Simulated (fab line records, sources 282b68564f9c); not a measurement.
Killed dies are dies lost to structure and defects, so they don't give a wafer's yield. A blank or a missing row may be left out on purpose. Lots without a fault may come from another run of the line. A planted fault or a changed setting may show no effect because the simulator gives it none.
A struck lot beside a sound one | flow rit_cmos | 43 steps out of a route of 202
Sound: wafers L830.3, L830.4, L830.5. Struck: wafers L840.1, L840.3, L840.5. The cause comes at the end.
At each step with rows: each side's tool, then ch and its chambers, then its first start. Under that, the readings that differ: sound wafers | struck wafers | difference of the means | sigmas: that difference in standard deviations of wafers without a fault.
alike: readings whose means differ by less than 2 such deviations, and words and numbers that are the same on both sides. not compared: withheld readings, readings that some wafer has no value for, bounds like >300 that may hide the same value, and numbers for which the record gives no deviation and whose values overlap.
The two part at a step that has a row with sigmas, a row that says differs or no value, or rows on one side only. Numbers that don't overlap but have no deviation are shown without sigmas and don't part them. A reading that every wafer of one side lacks parts them only if that side has two wafers or more.

RIT_GATE_CD_MEAS_16: target cd 150 nm.
  sound on cd_sem-02, day 3 03:17; struck on cd_sem-02, day 5 16:16
  alike: cd_nm
RIT_GATE_OVL_MEAS_17:
  sound on overlay-01, day 3 03:22; struck on overlay-02, day 5 16:23
  alike: GATE_OVL
then, 1 step without rows for these wafers: RIT_GATE_HARDBAKE_18 (time 60 s).
RIT_GATE_ETCH_19: etches poly-Si in SF6/CHF3/O2, stops on SiO2, time 165 s, target depth 312.5 nm.
  sound on rie_si-01 ch 2,3, day 3 03:33; struck on rie_si-01 ch 0,3, day 5 16:34
  alike: chamber_pressure_mTorr, drypump_motor_current_A, oes_product_au, throttle_valve_pct
  not compared: rf_hours_counter_h
RIT_GATE_STRIP_20: strips in O2, time 180 s.
  sound on plasma_asher-02 ch 0,1, day 3 03:43; struck on plasma_asher-04 ch 0,1, day 5 16:40
  alike: chamber_pressure_mTorr, drypump_motor_current_A
  not compared: rf_hours_counter_h
RIT_GATE_CD_MEAS_90: target cd 150 nm.
  sound on cd_sem-01, day 3 03:52; struck on cd_sem-02, day 5 16:51
  alike: cd_nm
then, 4 steps without rows for these wafers: RIT_REOX_CLEAN_00 (cleans in SC1, time 600 s); RIT_REOX_CLEAN_01 (cleans in dHF, time 30 s); RIT_REOX_CLEAN_02 (cleans in SC2, time 600 s); RIT_REOX_OXIDATION_03 (target thk 25.2 nm, ox time 5580 s).
RIT_REOX_THK_MEAS_04:
  sound on film_metro-04, day 3 06:53; struck on film_metro-04, day 5 22:34
  alike: REOX_OXIDE_THK
then, 1 step without rows for these wafers: RIT_NLDD_HMDS_00 (prime time 60 s).
RIT_NLDD_COAT_01: resist thk 1000 nm.
  sound on litho_track-02 ch 0, day 3 07:08; struck on litho_track-02, day 5 22:46
  no value came back on the struck wafers for chill_plate_temp_C (C), dispense_pressure_kPa (kPa); on the sound wafers chill_plate_temp_C (C) reads 23.10 22.98 23.03
then, 4 steps without rows for these wafers: RIT_NLDD_SOFTBAKE_02 (time 60 s); RIT_NLDD_EXPOSE_03 (exposes mask M7, target cd 40700 nm); RIT_NLDD_PEB_04; RIT_NLDD_DEVELOP_05 (develop time 50 s).
RIT_NLDD_OVL_MEAS_06:
  sound on overlay-01, day 3 07:47; struck on overlay-02, day 5 23:28
  reading       | sound        | struck | difference                    | sigmas
  NLDD_OVL (nm) | 0.0 0.4 -0.3 | - - -  | no value on the struck wafers |
then, 2 steps without rows for these wafers: RIT_NLDD_HARDBAKE_07 (time 60 s); RIT_NLDD_IMPLANT_08.
RIT_NLDD_STRIP_09: strips in O2, time 180 s.
  sound on plasma_asher-02 ch 0,1, day 3 08:10; struck on plasma_asher-04 ch 1, day 5 23:48
  alike: chamber_pressure_mTorr, drypump_motor_current_A
  not compared: rf_hours_counter_h
RIT_NLDD_TW_MEAS_10:
  sound on film_metro-02, day 3 08:19; struck on film_metro-02, day 5 23:59
  alike: NLDD_TW
then, 6 steps without rows for these wafers: RIT_PLDD_HMDS_00 (prime time 60 s); RIT_PLDD_COAT_01 (resist thk 1000 nm); RIT_PLDD_SOFTBAKE_02 (time 60 s); RIT_PLDD_EXPOSE_03 (exposes mask M8, target cd 40900 nm); RIT_PLDD_PEB_04; RIT_PLDD_DEVELOP_05 (develop time 50 s).
RIT_PLDD_OVL_MEAS_06:
  sound on overlay-01, day 3 09:20; struck on overlay-02, day 6 01:01
  alike: PLDD_OVL
then, 2 steps without rows for these wafers: RIT_PLDD_HARDBAKE_07 (time 60 s); RIT_PLDD_IMPLANT_08.
RIT_PLDD_STRIP_09: strips in O2, time 180 s.
  sound on plasma_asher-03 ch 0,1, day 3 09:43; struck on plasma_asher-01 ch 0,1, day 6 01:21
  alike: chamber_pressure_mTorr, drypump_motor_current_A
  not compared: rf_hours_counter_h
RIT_PLDD_TW_MEAS_10:
  sound on film_metro-03, day 3 09:52; struck on film_metro-03, day 6 01:31
  reading | sound          | struck         | difference | sigmas
  PLDD_TW | 2318 2322 2313 | 2866 2844 2870 | +542       | +26
then, 4 steps without rows for these wafers: RIT_SPACER_CLEAN_00 (cleans in SC1, time 600 s); RIT_SPACER_CLEAN_01 (cleans in dHF, time 30 s); RIT_SPACER_CLEAN_02 (cleans in SC2, time 600 s); RIT_SPACER_CVD_03 (deposits Si3N4 from SiH2Cl2/NH3, target thk 250 nm, time 3300 s).
RIT_SPACER_THK_MEAS_04:
  sound on film_metro-02, day 3 12:12; struck on film_metro-02, day 6 03:52
  alike: SPACER_NITRIDE_THK
RIT_SPACER_ETCHBACK_05: etches Si3N4 in SF6/CHF3, stops on SiO2, target depth 250 nm, time 240 s.
  sound on rie_diel-02 ch 2,3, day 3 12:14; struck on rie_diel-02 ch 0,2,3, day 6 03:56
  alike: chamber_pressure_mTorr, drypump_motor_current_A, oes_product_au, throttle_valve_pct
  not compared: rf_hours_counter_h
then, 3 steps without rows for these wafers: RIT_NSD_HMDS_00 (prime time 60 s); RIT_NSD_COAT_01 (resist thk 1000 nm); RIT_NSD_SOFTBAKE_02 (time 60 s).
RIT_NSD_TW_MEAS_10:
  sound on film_metro-01, day 3 13:57; struck on film_metro-03, day 6 05:34
  reading | sound          | struck         | difference | sigmas
  NSD_TW  | 3133 3117 3109 | 3295 3291 3305 | +177       | +6

WHERE THEY PART
First at RIT_NLDD_COAT_01; last, within this record, at RIT_NSD_TW_MEAS_10.

WHY: what the simulator had put in
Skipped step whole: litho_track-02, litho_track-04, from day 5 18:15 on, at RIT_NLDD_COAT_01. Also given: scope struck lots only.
